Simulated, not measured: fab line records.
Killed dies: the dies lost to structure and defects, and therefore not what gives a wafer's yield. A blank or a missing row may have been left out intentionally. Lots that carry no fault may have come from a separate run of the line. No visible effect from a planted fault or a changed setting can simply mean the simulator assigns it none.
A lot that was struck, set against a sound lot | flow berkeley cmos170 | 28 out of 331 route steps
Sound: these wafers, L187.2, L187.4, L187.5. Wafers L197.2, L197.3, L197.6 were the ones struck. At the end, the cause is stated.
At each step with rows: each side's tool, then ch and its chambers, then its first start. Under that, the readings that differ: sound wafers | struck wafers | difference of the means | sigmas: that difference in standard deviations of wafers without a fault.
alike: same words and numbers on both sides, and readings whose means sit less than 2 such deviations apart. not compared: any withheld reading, any reading some wafer has no value for, any bound like >300 that may hide the same value, and any number with overlapping values for which the record gives no deviation.
The two part at a step that has a row with sigmas, a row that says differs or no value, or rows on one side only. When numbers do not overlap yet have no deviation, they are printed without sigmas and do not part them. A reading that every wafer of one side lacks parts them only if that side has two wafers or more.

first, 6 steps without rows for these wafers: UCB170_M2_COAT_09; UCB170_M2_COAT_10 (resist thk 900 nm); UCB170_M2_SOFTBAKE_11 (time 60 s); UCB170_M2_EXPOSE_12 (exposes mask METAL2, target cd 700 nm); UCB170_M2_PEB_13; UCB170_M2_DEVELOP_14 (develop time 46.6 s).
UCB170_M2_CD_MEAS_15: target cd 700 nm.
  struck on cd sem-02, day 9 10:02; sound on cd sem-01, day 7 06:08
  alike: cd nm
UCB170_M2_OVL_MEAS_16:
  struck on overlay-02, day 9 10:08; sound on overlay-01, day 7 06:14
  reading     | sound     | struck | difference | sigmas
  M2_OVL (nm) | -10 -7 -1 | 7 6 4  | +12        | +2
UCB170_M2_ETCH_17: etches BARC in N2/H2.
  sound on rie diel-02 ch 0,1,2, day 7 06:16; struck on rie diel-03 ch 1,2,3, day 9 10:10
  alike: drypump motor current A, oes product au, throttle valve pct
UCB170_M2_METAL_ETCH_18: etches Al in Cl2/BCl3, stops on SiO2, target depth 1170 nm, time 195 s.
  sound on rie metal-02 ch 0, day 7 06:19; struck on rie metal-02 ch 0, day 9 10:13
  alike: drypump motor current A, oes product au, throttle valve pct
  not compared: rf hours counter h
UCB170_M2_STRIP_19: strips in O2.
  sound on plasma asher-02 ch 0,1, day 7 06:30; struck on plasma asher-01 ch 0,1, day 9 10:24
  reading                     | sound       | struck      | difference | sigmas
  drypump motor current A (A) | 6.4 6.6 6.6 | 5.8 5.0 5.0 | -1.3       | -2
  alike: oes product au
  not compared: rf hours counter h
UCB170_M2_CD_MEAS_90: target cd 700 nm.
  struck on cd sem-01, day 9 10:31; sound on cd sem-02, day 7 06:37
  alike: cd nm
UCB170_V2_CVD_00: deposits SiO2 from TEOS/O2, target thk 2000 nm, time 250 s.
  sound on pecvd-01 ch 0,1,2, day 7 06:43; struck on pecvd-01 ch 0,1,2, day 9 10:37
  reading                             | sound             | struck            | difference | sigmas
  rf fwd power W (W)                  | 548.1 547.4 550.8 | 480.7 480.0 484.9 | -66.9      | -39
  model.SiO2_of_V2_CVD_00.thk nm (nm) | 1981 1991 1987    | 1892 1916 1923    | -76        |
  alike: heater power w
UCB170_V2_THK_MEAS_01:
  struck on film metro-04, day 9 10:47; sound on film metro-01, day 7 06:53
  reading          | sound          | struck         | difference | sigmas
  V2_TEOS_THK (nm) | 1980 1990 1985 | 1892 1916 1922 | -75        | -3
UCB170_V2_CMP_02: polishes SiO2.
  sound on cmp-01 ch 1,2, day 7 06:56; struck on cmp-02 ch 0,3, day 9 10:50
  alike: head pressure psi, motor current A, platen rpm
UCB170_V2_BOW_MEAS_03:
  struck on film metro-02, day 9 11:10; sound on film metro-02, day 7 07:15
  alike: V2_BOW
UCB170_V2_THK_MEAS_04:
  struck on film metro-02, day 9 11:16; sound on film metro-02, day 7 07:22
  alike: V2_POLISHED_THK
then, 7 steps without rows for these wafers: UCB170_V2_CLEAN_05 (cleans in DIW); UCB170_V2_HMDS_06 (prime time 60 s); UCB170_V2_COAT_07 (resist thk 900 nm); UCB170_V2_SOFTBAKE_08 (time 60 s); UCB170_V2_EXPOSE_09 (exposes mask VIA2, target cd 700 nm); UCB170_V2_PEB_10; UCB170_V2_DEVELOP_11 (develop time 45 s).
UCB170_V2_CD_MEAS_12: target cd 700 nm.
  struck on cd sem-01, day 9 12:34; sound on cd sem-01, day 7 09:15
  reading    | sound             | struck            | difference | sigmas
  cd nm (nm) | 700.7 702.6 700.0 | 712.6 713.2 711.7 | +11.4      | +8
UCB170_V2_OVL_MEAS_13:
  struck on overlay-02, day 9 12:40; sound on overlay-02, day 7 09:21
  alike: V2_OVL
UCB170_V2_ETCH_14: etches SiO2 in CHF3/CF4/Ar, stops on Al, target depth 1250 nm, time 291 s.
  sound on rie diel-02 ch 1,3, day 7 09:23; struck on rie diel-04 ch 0,2,3, day 9 12:42
  reading             | sound           | struck            | difference | sigmas
  model.V2.cd nm (nm) | 700.9 703 699.4 | 713.2 713.4 712.1 | +11.8      |
  alike: drypump motor current A, oes product au, throttle valve pct
  not compared: rf hours counter h
UCB170_V2_STRIP_15: strips in O2.
  sound on plasma asher-02 ch 0,1, day 7 09:34; struck on plasma asher-03 ch 0,1, day 9 12:52
  alike: drypump motor current A, oes product au, strip time to endpoint s
  not compared: rf hours counter h

== WHERE THEY PART ==
First at UCB170_M2_OVL_MEAS_16; last, within this record, at UCB170_V2_CD_MEAS_12. Later steps at which nothing parts them and some readings are alike: UCB170_V2_OVL_MEAS_13, UCB170_V2_ETCH_14, UCB170_V2_STRIP_15.

WHY: whatever the simulator had introduced
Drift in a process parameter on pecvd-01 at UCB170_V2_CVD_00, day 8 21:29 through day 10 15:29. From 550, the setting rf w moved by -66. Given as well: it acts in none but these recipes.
